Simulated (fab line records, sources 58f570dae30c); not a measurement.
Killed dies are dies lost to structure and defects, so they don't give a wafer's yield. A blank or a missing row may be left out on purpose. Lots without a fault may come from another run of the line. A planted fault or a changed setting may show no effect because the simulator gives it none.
Tool commonality check | flow berkeley_cmos170 | 14 lots, 42 wafers sampled

WHY IT WAS OPENED
At UCB170_SDANNEAL_RS_MEAS_04 the reading PLDD_RS is flagged on 2 of 14 lots. Wafers without a fault read 1032.3 ohm/sq, standard deviation 2.6.
Rule: a lot is flagged when every wafer of it that has a number lies more than 4 standard deviations from that mean, or none has a number. The other lots count as sound.

lot  | measured     | on            | PLDD_RS (ohm/sq), wafer by wafer | flag
L636 | day 6 17:22  | film_metro-03 | 1032.9 1031.2 1031.0             |
L637 | day 6 22:22  | film_metro-02 | 1032.2 1029.3 1032.7             |
L642 | day 7 21:25  | film_metro-02 | 1099.2 1095.5 1098.0             | FLAGGED
L640 | day 7 21:32  | film_metro-01 | 1093.9 1092.7 1094.5             | FLAGGED
L643 | day 8 03:23  | film_metro-03 | 1030.0 1033.3 1033.0             |
L648 | day 9 02:11  | film_metro-02 | 1030.3 1029.6 1032.1             |
L646 | day 9 02:56  | film_metro-02 | 1037.5 1032.7 1033.5             |
L649 | day 9 12:44  | film_metro-03 | 1029.8 1032.9 1032.4             |
L650 | day 10 00:39 | film_metro-02 | 1033.3 1029.4 1029.7             |
L652 | day 10 01:22 | film_metro-03 | 1033.0 1035.6 1033.8             |
L654 | day 10 07:11 | film_metro-01 | 1031.9 1030.3 1032.5             |
L653 | day 10 07:38 | film_metro-03 | 1028.6 1033.3 1031.4             |
L655 | day 10 19:53 | film_metro-01 | 1028.3 1029.1 1027.5             |
L659 | day 11 17:40 | film_metro-01 | 1030.7 1033.1 1031.2             |
The numbers of the flagged lots are 1095.6 ohm/sq on average: +63.3 ohm/sq against the usual, or +24 standard deviations.

WHICH TOOL RAN EACH LOT
The record holds 2 process steps before the reading, out of a route of 331 steps. In each cell: the tool, then ch and the chambers that the sampled wafers went through, then the start.
lot  | flag    | UCB170_SPACER_ANNEAL_02       | UCB170_SPACER_ETCHBACK_03
L636 |         | furnace-01 ch 0, day 6 08:54  | rie_diel-01 ch 1,2,3, day 6 10:24
L637 |         | furnace-01 ch 0, day 6 16:10  | rie_diel-02 ch 0,1,2, day 6 17:40
L642 | FLAGGED | furnace-01 ch 0, day 7 14:22  | rie_diel-01 ch 0,1,3, day 7 15:52
L640 | FLAGGED | furnace-01 ch 0, day 7 14:22  | rie_diel-04 ch 1,3, day 7 15:52
L643 |         | furnace-02 ch 0, day 7 20:11  | rie_diel-02 ch 2,3, day 7 21:41
L648 |         | furnace-03 ch 0, day 8 19:58  | rie_diel-04 ch 2,3, day 8 21:28
L646 |         | furnace-03 ch 0, day 8 19:58  | rie_diel-02 ch 0,1, day 8 21:28
L649 |         | furnace-02 ch 0, day 9 03:13  | rie_diel-01 ch 1,2,3, day 9 04:43
L650 |         | furnace-03 ch 0, day 9 18:17  | rie_diel-01 ch 0,3, day 9 19:47
L652 |         | furnace-03 ch 0, day 9 18:17  | rie_diel-02 ch 0,1,3, day 9 19:47
L654 |         | furnace-03 ch 0, day 9 23:58  | rie_diel-02 ch 2,3, day 10 01:28
L653 |         | furnace-03 ch 0, day 9 23:58  | rie_diel-04 ch 0,2,3, day 10 01:28
L655 |         | furnace-03 ch 0, day 10 12:44 | rie_diel-02 ch 1,2, day 10 14:14
L659 |         | furnace-02 ch 0, day 11 08:58 | rie_diel-04 ch 0,1,2, day 11 10:31
What these steps do:
- UCB170_SPACER_ANNEAL_02: time 1800 s.
- UCB170_SPACER_ETCHBACK_03: etches SiO2 in CHF3/CF4/Ar, stops on Si, target depth 376 nm, time 100 s.
- UCB170_SDANNEAL_RS_MEAS_04: measures by four-point-probe.

FLAGGED OVER TOTAL, TOOL BY TOOL (the gauges that took the reading come last)
step                       | tool          | lots run | flagged | share of the flagged lots | sound lots run after its first flagged lot
UCB170_SPACER_ANNEAL_02    | furnace-01    | 4        | 2       | all                       | 0
UCB170_SPACER_ANNEAL_02    | furnace-02    | 3        | 0       | none                      | -
UCB170_SPACER_ANNEAL_02    | furnace-03    | 7        | 0       | none                      | -
UCB170_SPACER_ETCHBACK_03  | rie_diel-01   | 4        | 1       | some                      | 2 (L649,L650)
UCB170_SPACER_ETCHBACK_03  | rie_diel-02   | 6        | 0       | none                      | -
UCB170_SPACER_ETCHBACK_03  | rie_diel-04   | 4        | 1       | some                      | 3 (L648,L653,L659)
UCB170_SDANNEAL_RS_MEAS_04 | film_metro-01 | 4        | 1       | some                      | 3 (L654,L655,L659)
UCB170_SDANNEAL_RS_MEAS_04 | film_metro-02 | 5        | 1       | some                      | 3 (L648,L646,L650)
UCB170_SDANNEAL_RS_MEAS_04 | film_metro-03 | 5        | 0       | none                      | -

WHAT THE TABLE ALLOWS
1 row of the table ran every flagged lot: furnace-01 at UCB170_SPACER_ANNEAL_02.
- furnace-01 at UCB170_SPACER_ANNEAL_02: 2 of its 4 lots flagged. Its last sound lot is L637 (day 6 16:10), its first flagged lot L640 (day 7 14:22): a fault that began between those two fits.
One tool is left: furnace-01 at UCB170_SPACER_ANNEAL_02.

WHAT THE SIMULATOR HAD PUT IN
Process parameter drift: furnace-01, from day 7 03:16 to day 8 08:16, at UCB170_SPACER_ANNEAL_02. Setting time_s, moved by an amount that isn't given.
Lots struck among those shown: L642, L640. The rule above found the same.
